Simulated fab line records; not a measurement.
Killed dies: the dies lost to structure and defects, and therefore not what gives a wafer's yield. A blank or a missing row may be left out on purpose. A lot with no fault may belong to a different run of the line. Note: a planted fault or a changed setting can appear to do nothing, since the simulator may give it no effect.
Struck lot and sound lot, side by side	flow rit_cmos	44 steps out of a route of 202
Sound: wafers L377.4, L377.5, L377.6. The struck wafers were L385.2, L385.4, L385.6. Last of all comes the cause.
Each step with rows lists, per side, the tool, then ch with its chambers, then its first start. Under that, the readings that differ: sound wafers	struck wafers	difference of the means	sigmas: that difference in standard deviations of wafers without a fault.
alike: words and numbers the same on both sides, and readings whose means are apart by under 2 such deviations; not compared: readings that were withheld, readings missing a value for some wafer, numbers with overlapping values and no deviation given by the record, and bounds like >300 which may hide the same value.
The two part at a step that has a row with sigmas, a row that says differs or no value, or rows on one side only. When numbers do not overlap yet have no deviation, they are printed without sigmas and do not part them. A reading that every wafer of one side lacks parts them only if that side has two wafers or more.

first, 3 steps without rows for these wafers: RIT_REOX_CLEAN_01 (cleans in dHF, time 30 s); RIT_REOX_CLEAN_02 (cleans in SC2, time 600 s); RIT_REOX_OXIDATION_03 (target thk 25.2 nm, ox time 5580 s).
RIT_REOX_THK_MEAS_04:
  sound on film_metro-04 at day 3 04:13; struck on film_metro-04 at day 4 20:43
  alike: REOX_OXIDE_THK
then, 6 steps without rows for these wafers: RIT_NLDD_HMDS_00 (prime time 60 s); RIT_NLDD_COAT_01 (resist thk 1000 nm); RIT_NLDD_SOFTBAKE_02 (time 60 s); RIT_NLDD_EXPOSE_03 (exposes mask M7, target cd 40700 nm); RIT_NLDD_PEB_04; RIT_NLDD_DEVELOP_05 (develop time 51.21 s).
RIT_NLDD_OVL_MEAS_06:
  sound on overlay-02 at day 3 05:07; struck on overlay-02 at day 4 21:44
  alike: NLDD_OVL
then, 1 step without rows for these wafers: RIT_NLDD_HARDBAKE_07 (time 60 s).
RIT_NLDD_IMPLANT_08:
  sound on implanter-02 ch 0, day 3 05:21; struck on implanter-04 ch 0, day 4 22:01
reading	sound	struck	difference	sigmas
dose_ions_cm2	4.997e+14 4.991e+14 5e+14	3.709e+14 3.705e+14 3.701e+14	-1.291e+14	-99 or more
faraday_current_uA	1570 1592 1567	1166 1151 1204	-403	-13
RIT_NLDD_STRIP_09: strips in O2, time 180 s.
  sound on plasma_asher-01 ch 0,1, day 3 05:29; struck on plasma_asher-04 ch 0,1, day 4 22:09
  alike: drypump_motor_current_A
  not compared: rf_hours_counter_h
RIT_NLDD_TW_MEAS_10:
  sound on film_metro-01 at day 3 05:38; struck on film_metro-01 at day 4 22:20
reading	sound	struck	difference	sigmas
NLDD_TW	2495 2499 2496	2292 2308 2308	-194	-8
then, 6 steps without rows for these wafers: RIT_PLDD_HMDS_00 (prime time 60 s); RIT_PLDD_COAT_01 (resist thk 1000 nm); RIT_PLDD_SOFTBAKE_02 (time 60 s); RIT_PLDD_EXPOSE_03 (exposes mask M8, target cd 40900 nm); RIT_PLDD_PEB_04; RIT_PLDD_DEVELOP_05 (develop time 50 s).
RIT_PLDD_OVL_MEAS_06:
  sound on overlay-02 at day 3 06:39; struck on overlay-02 at day 4 23:17
  alike: PLDD_OVL
then, 2 steps without rows for these wafers: RIT_PLDD_HARDBAKE_07 (time 60 s); RIT_PLDD_IMPLANT_08.
RIT_PLDD_STRIP_09: strips in O2, time 180 s.
  sound on plasma_asher-02 ch 0,1, day 3 07:02; struck on plasma_asher-03 ch 1, day 4 23:37
  alike: drypump_motor_current_A
  not compared: rf_hours_counter_h
RIT_PLDD_TW_MEAS_10:
  sound on film_metro-01 at day 3 07:11; struck on film_metro-01 at day 4 23:48
  alike: PLDD_TW
then, 4 steps without rows for these wafers: RIT_SPACER_CLEAN_00 (cleans in SC1, time 600 s); RIT_SPACER_CLEAN_01 (cleans in dHF, time 30 s); RIT_SPACER_CLEAN_02 (cleans in SC2, time 600 s); RIT_SPACER_CVD_03 (deposits Si3N4 from SiH2Cl2/NH3, target thk 250 nm, time 3300 s).
RIT_SPACER_THK_MEAS_04:
  sound on film_metro-03 at day 3 09:47; struck on film_metro-04 at day 5 02:08
  alike: SPACER_NITRIDE_THK
RIT_SPACER_ETCHBACK_05: etches Si3N4 in SF6/CHF3, stops on SiO2, target depth 250 nm, time 240 s.
  sound on rie_diel-01 ch 0,1,2, day 3 09:49; struck on rie_diel-01 ch 1,2, day 5 02:11
  alike: SF6_flow_sccm, drypump_motor_current_A, oes_product_au, throttle_valve_pct
  not compared: rf_hours_counter_h
then, 6 steps without rows for these wafers: RIT_NSD_HMDS_00 (prime time 60 s); RIT_NSD_COAT_01 (resist thk 1000 nm); RIT_NSD_SOFTBAKE_02 (time 60 s); RIT_NSD_EXPOSE_03 (exposes mask M9, target cd 40700 nm); RIT_NSD_PEB_04; RIT_NSD_DEVELOP_05 (develop time 50 s).
RIT_NSD_OVL_MEAS_06:
  sound on overlay-01 at day 3 10:50; struck on overlay-02 at day 5 03:20
  alike: NSD_OVL
then, 2 steps without rows for these wafers: RIT_NSD_HARDBAKE_07 (time 60 s); RIT_NSD_IMPLANT_08.
RIT_NSD_STRIP_09: strips in O2, time 180 s.
  sound on plasma_asher-02 ch 0,1, day 3 11:13; struck on plasma_asher-03 ch 1, day 5 03:40
  alike: drypump_motor_current_A
  not compared: rf_hours_counter_h
RIT_SDANNEAL_RS_MEAS_07: measures by four-point-probe.
  sound on film_metro-04 at day 3 13:49; struck on film_metro-03 at day 5 06:25
reading	sound	struck	difference	sigmas
NLDD_RS (ohm/sq)	151.0 151.7 151.5	193.8 194.5 195.0	+43.0	+73
RIT_M1_PROBE_99:
  sound on prober-02 at day 3 22:12; struck on prober-02 at day 5 14:32
reading	sound	struck	difference	sigmas
model.etest.nmos_0p15.r_on_ohm_um	1056 1097 1091	1287 1291 1307	+214	
model.etest.nmos_0p3.r_on_ohm_um	2104 2090 2112	2313 2331 2331	+223	
model.etest.nldd.rs_ohm_sq	377.5 365 374.1	470.7 464.5 474.8	+97.8	
model.etest.nmos_turned.drive_ua_um	322.9 337.1 326	234 236.4 234.2	-94	
model.etest.nmos_0p15.drive_ua_um	482.8 492.2 489.1	411.1 400.1 406.3	-82.2	
model.etest.nldd.line_ohm_um	117.2 114.3 118.4	144.9 145.2 147.7	+29.3	
model.etest.nmos_0p3.drive_ua_um	225.5 233.7 232	214.1 209.1 217.3	-16.9	
model.etest.nmos_narrow.drive_ua_um	227.5 234.9 231.6	214.1 208.4 216.4	-18.4	
  alike: killed_at_contacts, killed_at_front_end, killed_dies, killed_open, killed_short

WHERE THEY PART
At RIT_NLDD_IMPLANT_08 first; at RIT_SDANNEAL_RS_MEAS_07 last (within this record only). Later steps at which nothing parts them and some readings are alike: RIT_M1_PROBE_99.

WHY: the cause the simulator had injected
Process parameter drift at RIT_NLDD_IMPLANT_08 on implanter-04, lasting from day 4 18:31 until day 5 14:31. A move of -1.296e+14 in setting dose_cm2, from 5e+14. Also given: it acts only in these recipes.
